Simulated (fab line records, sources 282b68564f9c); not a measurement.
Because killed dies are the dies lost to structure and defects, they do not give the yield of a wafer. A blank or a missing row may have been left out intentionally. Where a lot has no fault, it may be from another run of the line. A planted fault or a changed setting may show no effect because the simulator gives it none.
The tool behind it: which one? + flow rit-cmos + 13 lots with 39 wafers sampled at 6 steps, on a route of 202 steps

WHAT EACH GAUGE READ, for each wafer
RIT_PWELL_TW_MEAS_10.
| lot  | measured    | on            | PWELL_TW    |
|------|-------------|---------------|-------------|
| L180 | day 1 22:52 | film-metro-03 | 948 948 947 |
| L182 | day 2 09:16 | film-metro-02 | 948 940 942 |
| L183 | day 2 13:44 | film-metro-01 | 939 940 938 |
| L184 | day 2 20:28 | film-metro-01 | 944 942 941 |
| L185 | day 3 01:55 | film-metro-01 | 939 933 940 |
| L189 | day 3 20:48 | film-metro-03 | 941 941 939 |
| L190 | day 4 02:53 | film-metro-01 | 940 941 940 |
| L194 | day 4 23:58 | film-metro-03 | 953 950 956 |
| L195 | day 5 04:13 | film-metro-01 | 944 942 942 |
| L197 | day 5 15:25 | film-metro-01 | 939 946 937 |
| L199 | day 5 21:38 | film-metro-01 | 944 942 943 |
| L201 | day 6 10:28 | film-metro-03 | 950 944 946 |
| L203 | day 6 21:18 | film-metro-01 | 944 938 941 |

RIT_SPACER_THK_MEAS_04.
| lot  | measured    | on            | SPACER_NITRIDE_THK (nm) |
|------|-------------|---------------|-------------------------|
| L180 | day 2 21:52 | film-metro-03 | 247.5 248.1 249.3       |
| L182 | day 3 08:14 | film-metro-03 | 249.4 252.8 249.9       |
| L183 | day 3 12:27 | film-metro-04 | 248.7 249.0 249.7       |
| L184 | day 3 19:15 | film-metro-01 | 253.9 254.8 251.6       |
| L185 | day 4 03:41 | film-metro-03 | 250.0 249.6 247.7       |
| L189 | day 4 20:08 | film-metro-04 | 250.5 249.7 252.1       |
| L190 | day 5 06:33 | film-metro-01 | 287.5 287.8 288.3       |
| L194 | day 6 01:26 | film-metro-04 | 250.7 246.7 250.0       |
| L195 | day 6 04:58 | film-metro-01 | 247.7 248.4 245.6       |
| L197 | day 6 16:05 | film-metro-01 | 249.8 248.1 250.0       |
| L199 | day 6 23:31 | film-metro-01 | 252.0 250.9 251.8       |
| L201 | day 7 09:47 | film-metro-04 | 253.1 252.2 250.3       |
| L203 | day 7 21:50 | film-metro-03 | 253.2 253.1 253.5       |

RIT_PSD_OVL_MEAS_06.
| lot  | measured    | on         | PSD_OVL (nm)   |
|------|-------------|------------|----------------|
| L180 | day 3 00:27 | overlay-02 | -0.9 -1.5 -1.9 |
| L182 | day 3 10:56 | overlay-01 | -0.8 -1.9 -0.8 |
| L183 | day 3 15:03 | overlay-02 | 1.9 1.1 0.9    |
| L184 | day 3 21:49 | overlay-01 | 2.0 1.8 1.8    |
| L185 | day 4 06:18 | overlay-02 | -1.7 -2.9 -0.1 |
| L189 | day 4 23:00 | overlay-01 | -1.1 -3.0 -4.6 |
| L190 | day 5 09:19 | overlay-02 | 1.0 -0.8 -0.3  |
| L194 | day 6 03:55 | overlay-01 | -0.1 -1.9 -1.2 |
| L195 | day 6 07:27 | overlay-02 | -0.5 -0.1 -1.9 |
| L197 | day 6 18:40 | overlay-01 | -1.6 -1.4 0.1  |
| L199 | day 7 02:17 | overlay-01 | -2.2 -2.6 -0.6 |
| L201 | day 7 12:35 | overlay-02 | -1.8 -1.1 -1.3 |
| L203 | day 8 00:41 | overlay-01 | -1.0 -0.8 -1.2 |

WHAT TOOL EACH LOT RAN ON (gives the tool, then ch and the chambers of the sampled wafers, and finally the start)
| lot  | RIT_NRETRO_STRIP_09                 | RIT_SPACER_CVD_03          | RIT_SPACER_ETCHBACK_05            |
|------|-------------------------------------|----------------------------|-----------------------------------|
| L180 | plasma-asher-04 ch 0,1, day 2 05:44 | lpcvd-02 ch 0, day 2 19:55 | rie-diel-01 ch 1,2, day 2 21:53   |
| L182 | plasma-asher-01 ch 0,1, day 2 16:05 | lpcvd-01 ch 1, day 3 06:19 | rie-diel-01 ch 0,2,3, day 3 08:17 |
| L183 | plasma-asher-01 ch 0,1, day 2 21:10 | lpcvd-02 ch 0, day 3 10:32 | rie-diel-03 ch 0,2,3, day 3 12:31 |
| L184 | plasma-asher-04 ch 0,1, day 3 03:18 | lpcvd-01 ch 1, day 3 17:20 | rie-diel-03 ch 1,2,3, day 3 19:19 |
| L185 | plasma-asher-03 ch 0,1, day 3 08:44 | lpcvd-01 ch 0, day 4 01:47 | rie-diel-03 ch 2,3, day 4 03:45   |
| L189 | plasma-asher-01 ch 0,1, day 4 04:52 | lpcvd-01 ch 1, day 4 18:13 | rie-diel-01 ch 1,2,3, day 4 20:11 |
| L190 | plasma-asher-04 ch 0,1, day 4 09:41 | lpcvd-01 ch 1, day 5 03:40 | rie-diel-04 ch 0,2,3, day 5 06:36 |
| L194 | plasma-asher-03 ch 0,1, day 5 06:55 | lpcvd-01 ch 0, day 5 23:31 | rie-diel-03 ch 1,2,3, day 6 01:30 |
| L195 | plasma-asher-01 ch 0,1, day 5 11:37 | lpcvd-01 ch 0, day 6 03:03 | rie-diel-01 ch 0,2,3, day 6 05:02 |
| L197 | plasma-asher-04 ch 0,1, day 5 22:14 | lpcvd-02 ch 0, day 6 14:10 | rie-diel-03 ch 0,1,2, day 6 16:08 |
| L199 | plasma-asher-04 ch 0,1, day 6 04:20 | lpcvd-02 ch 1, day 6 21:35 | rie-diel-03 ch 0,2,3, day 6 23:34 |
| L201 | plasma-asher-04 ch 0,1, day 6 17:19 | lpcvd-02 ch 1, day 7 07:52 | rie-diel-01 ch 1,2,3, day 7 09:50 |
| L203 | plasma-asher-01 ch 0,1, day 7 04:17 | lpcvd-02 ch 1, day 7 19:55 | rie-diel-03 ch 0,2,3, day 7 21:53 |
- RIT_NRETRO_STRIP_09: strips in O2, time 180 s.
- RIT_SPACER_CVD_03: deposits Si3N4 from SiH2Cl2/NH3, target thk 250 nm, time 3300 s.
- RIT_SPACER_ETCHBACK_05: etches Si3N4 in SF6/CHF3, stops on SiO2, target depth 250 nm, time 240 s.

WHAT THE TOOLS THEMSELVES READ (means of the sampled wafers that have a number; where no wafer has one, the mark that the record gives instead)
RIT_NRETRO_STRIP_09.
| lot  | tool            | drypump-motor-current-A (A) |
|------|-----------------|-----------------------------|
| L180 | plasma-asher-04 | 5.1                         |
| L182 | plasma-asher-01 | 6.0                         |
| L183 | plasma-asher-01 | 6.0                         |
| L184 | plasma-asher-04 | 5.1                         |
| L185 | plasma-asher-03 | 5.7                         |
| L189 | plasma-asher-01 | 6.1                         |
| L190 | plasma-asher-04 | 5.2                         |
| L194 | plasma-asher-03 | 5.6                         |
| L195 | plasma-asher-01 | 6.0                         |
| L197 | plasma-asher-04 | 5.3                         |
| L199 | plasma-asher-04 | 5.2                         |
| L201 | plasma-asher-04 | 5.2                         |
| L203 | plasma-asher-01 | 6.0                         |

RIT_SPACER_CVD_03.
| lot  | tool     | pressure-mtorr (mTorr) | sih2cl2-flow-sccm (sccm) | zone-power-centre-pct (%) | zone-power-source-pct (%) |
|------|----------|------------------------|--------------------------|---------------------------|---------------------------|
| L180 | lpcvd-02 | 300.5                  | 60.19                    | 40.5                      | 22.1                      |
| L182 | lpcvd-01 | 300.0                  | 60.07                    | 40.6                      | 21.5                      |
| L183 | lpcvd-02 | 299.9                  | 59.95                    | 40.0                      | 22.4                      |
| L184 | lpcvd-01 | 300.1                  | 59.98                    | 40.4                      | 21.3                      |
| L185 | lpcvd-01 | 300.0                  | 60.10                    | 34.9                      | 21.1                      |
| L189 | lpcvd-01 | 299.5                  | 59.86                    | 40.3                      | 21.4                      |
| L190 | lpcvd-01 | 300.1                  | 89.93                    | 40.2                      | 21.4                      |
| L194 | lpcvd-01 | 299.9                  | 59.93                    | 34.8                      | 21.3                      |
| L195 | lpcvd-01 | 300.2                  | 59.78                    | 35.0                      | 21.2                      |
| L197 | lpcvd-02 | 300.0                  | 60.09                    | 40.3                      | 22.2                      |
| L199 | lpcvd-02 | 301.1                  | 59.84                    | 35.4                      | 23.0                      |
| L201 | lpcvd-02 | 300.0                  | 60.10                    | 35.4                      | 22.6                      |
| L203 | lpcvd-02 | 301.0                  | 60.11                    | 35.4                      | 22.7                      |

RIT_SPACER_ETCHBACK_05.
| lot  | tool        | drypump-motor-current-A (A) | oes-product-au (a.u.) | throttle-valve-pct (%) |
|------|-------------|-----------------------------|-----------------------|------------------------|
| L180 | rie-diel-01 | 6.0                         | 0.837                 | 10.42                  |
| L182 | rie-diel-01 | 5.4                         | 0.848                 | 10.27                  |
| L183 | rie-diel-03 | 5.6                         | 0.833                 | 10.41                  |
| L184 | rie-diel-03 | 5.7                         | 0.845                 | 10.31                  |
| L185 | rie-diel-03 | 5.9                         | 0.817                 | 10.24                  |
| L189 | rie-diel-01 | 5.7                         | 0.847                 | 10.30                  |
| L190 | rie-diel-04 | 5.8                         | 0.941                 | 10.27                  |
| L194 | rie-diel-03 | 5.7                         | 0.826                 | 10.30                  |
| L195 | rie-diel-01 | 5.4                         | 0.843                 | 10.25                  |
| L197 | rie-diel-03 | 5.7                         | 0.835                 | 10.34                  |
| L199 | rie-diel-03 | 5.6                         | 0.839                 | 10.41                  |
| L201 | rie-diel-01 | 5.7                         | 0.849                 | 10.31                  |
| L203 | rie-diel-03 | 5.6                         | 0.833                 | 10.41                  |

THE ANSWER, worked out from the rows above alone
Rule: usual is defined by the lots themselves. Put in order of their means at a reading, lots are off if they are a third of the lots or fewer, leave a main group of 4 or more, and stand apart from it by a gap of 3 or more times the standard deviation of the main group's means; of several such gaps the widest counts. Not used: any main group whose means are identical at the precision the tables above print for the reading. A lot without any number at a reading at which 4 lots or more have one is off too. Any other lot the step has rows for is counted as sound. Order of review: gauges by route order, followed by the tools' own readings, for which a lot's mean as printed above is used. The first step at which some lot is off is used, and at that step the reading that is off furthest; a lot without a number counts as furthest.
Off: L190, at RIT_SPACER_THK_MEAS_04 (SPACER_NITRIDE_THK). The main group has a mean of 250.3 nm with a standard deviation of 1.9.
A tool fits if, at a process step before that reading, it ran every lot that is off, and no sound lot after the first of them. The gauges at RIT_SPACER_THK_MEAS_04 aren't tried: what is off there is off at RIT_SPACER_CVD_03 too, on other tools, and a gauge's error can't cause that. None of those tried fits.

WHAT WAS PUT IN BY THE SIMULATOR
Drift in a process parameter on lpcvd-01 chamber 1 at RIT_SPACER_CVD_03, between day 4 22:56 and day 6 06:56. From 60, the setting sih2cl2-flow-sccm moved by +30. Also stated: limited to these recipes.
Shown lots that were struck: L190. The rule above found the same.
